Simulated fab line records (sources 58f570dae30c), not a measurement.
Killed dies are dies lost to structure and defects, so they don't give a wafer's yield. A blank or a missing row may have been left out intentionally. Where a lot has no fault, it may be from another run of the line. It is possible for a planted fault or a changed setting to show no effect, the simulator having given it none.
Split-lot study | flow berkeley_cmos170 | route with 331 steps; 5 lots, 23 wafers read

## ABOUT THE SPLIT
At UCB170_GATE_CVD_04 (deposits poly-Si from SiH4, time 1440 s, target thk 214 nm), the setting temp_c was moved away from the recipe's 610 C on 15 of the 23 wafers read, by -2.8% to +0.9%. For the rest of the wafers, this setting stayed at what the recipe calls for.

## FROM THE SPLIT TO THE READING: what the file shows between them, 4 steps
- UCB170_GATE_THK_MEAS_05
- UCB170_GATE_PEB_10 (also split here: peb_temp_c)
- UCB170_GATE_DEVELOP_11: develop time 45 s
- UCB170_GATE_ETCH_14: etches BARC in N2/H2

## THE READING
oes_product_au, in a.u., at UCB170_GATE_ETCH_15 (etches poly-Si in HBr/Cl2, stops on SiO2, time 56.3 s, target depth 278.2 nm). On this fab line, fault-free wafers typically give 0.832 a.u. with a standard deviation of 0.017 a.u.

wafer  | tool, chamber at the split | temp_c as run, C | against the recipe | oes_product_au, a.u. | against lot-mates on the recipe
L074.1 | -, -                       | 610              | recipe             | 0.831                | -
L074.3 | -, -                       | 610              | recipe             | 0.845                | -
L074.4 | -, -                       | 610              | recipe             | 0.808                | -
L074.5 | -, -                       | 610              | recipe             | 0.806                | -
L074.6 | -, -                       | 610              | recipe             | 0.841                | -
L075.1 | -, -                       | 593.6            | -2.7%              | 0.679                | no lot-mate on the recipe
L075.3 | -, -                       | 593.6            | -2.7%              | 0.672                | no lot-mate on the recipe
L075.4 | -, -                       | 593.6            | -2.7%              | 0.664                | no lot-mate on the recipe
L075.5 | -, -                       | 593.6            | -2.7%              | 0.627                | no lot-mate on the recipe
L075.6 | -, -                       | 593.6            | -2.7%              | 0.669                | no lot-mate on the recipe
L076.2 | -, -                       | 592.8            | -2.8%              | 0.612                | no lot-mate on the recipe
L076.3 | -, -                       | 592.8            | -2.8%              | 0.639                | no lot-mate on the recipe
L076.4 | -, -                       | 592.8            | -2.8%              | 0.634                | no lot-mate on the recipe
L076.5 | -, -                       | 592.8            | -2.8%              | 0.636                | no lot-mate on the recipe
L076.6 | -, -                       | 592.8            | -2.8%              | 0.614                | no lot-mate on the recipe
L081.2 | lpcvd-02, 0                | 610              | recipe             | 0.834                | -
L081.3 | lpcvd-02, 0                | 610              | recipe             | 0.845                | -
L081.4 | lpcvd-02, 0                | 610              | recipe             | 0.802                | -
L085.1 | -, -                       | 615.3            | +0.9%              | 0.902                | no lot-mate on the recipe
L085.2 | -, -                       | 615.3            | +0.9%              | 0.899                | no lot-mate on the recipe
L085.3 | -, -                       | 615.3            | +0.9%              | 0.917                | no lot-mate on the recipe
L085.4 | -, -                       | 615.3            | +0.9%              | 0.904                | no lot-mate on the recipe
L085.6 | -, -                       | 615.3            | +0.9%              | 0.910                | no lot-mate on the recipe

FIT RESULTS
A straight line over all 23 wafers: oes_product_au changes by +0.07 a.u. for each +1% of temp_c; r = +0.99; the points scatter about the line by 0.019 a.u.
Too few moved wafers have a lot-mate on the recipe to fit a line with each lot's own level taken away.

## THE WHOLE CHAIN: every reading that the file lists as answering this split, in the file's order
step                    | what it does                                                                 | reading                                                                        | change (the file's fit)                | r (the file's)
UCB170_GATE_CVD_04      | deposits poly-Si from SiH4, time 1440 s, target thk 214 nm                   | poly-Si_of_GATE_CVD_04.thk_nm (the simulator's own value, which no gauge read) | +26.9 nm for each +1% of the setting   | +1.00
UCB170_GATE_THK_MEAS_05 |                                                                              | GATE_POLY_THK                                                                  | +26.9 for each +1% of the setting      | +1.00
UCB170_GATE_ETCH_15     | etches poly-Si in HBr/Cl2, stops on SiO2, time 56.3 s, target depth 278.2 nm | oes_product_au                                                                 | +0.07 a.u. for each +1% of the setting | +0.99
UCB170_GATE_ETCH_15     | etches poly-Si in HBr/Cl2, stops on SiO2, time 56.3 s, target depth 278.2 nm | GATE.feature_depth_nm (the simulator's own value, which no gauge read)         | +26.9 nm for each +1% of the setting   | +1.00
UCB170_GATE_ETCH_15     | etches poly-Si in HBr/Cl2, stops on SiO2, time 56.3 s, target depth 278.2 nm | etch.depth_nm (the simulator's own value, which no gauge read)                 | +26.6 nm for each +1% of the setting   | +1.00

## THE FILE'S OWN FIT
oes_product_au changes by +0.07 a.u. for each +1% of temp_c, r = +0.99.
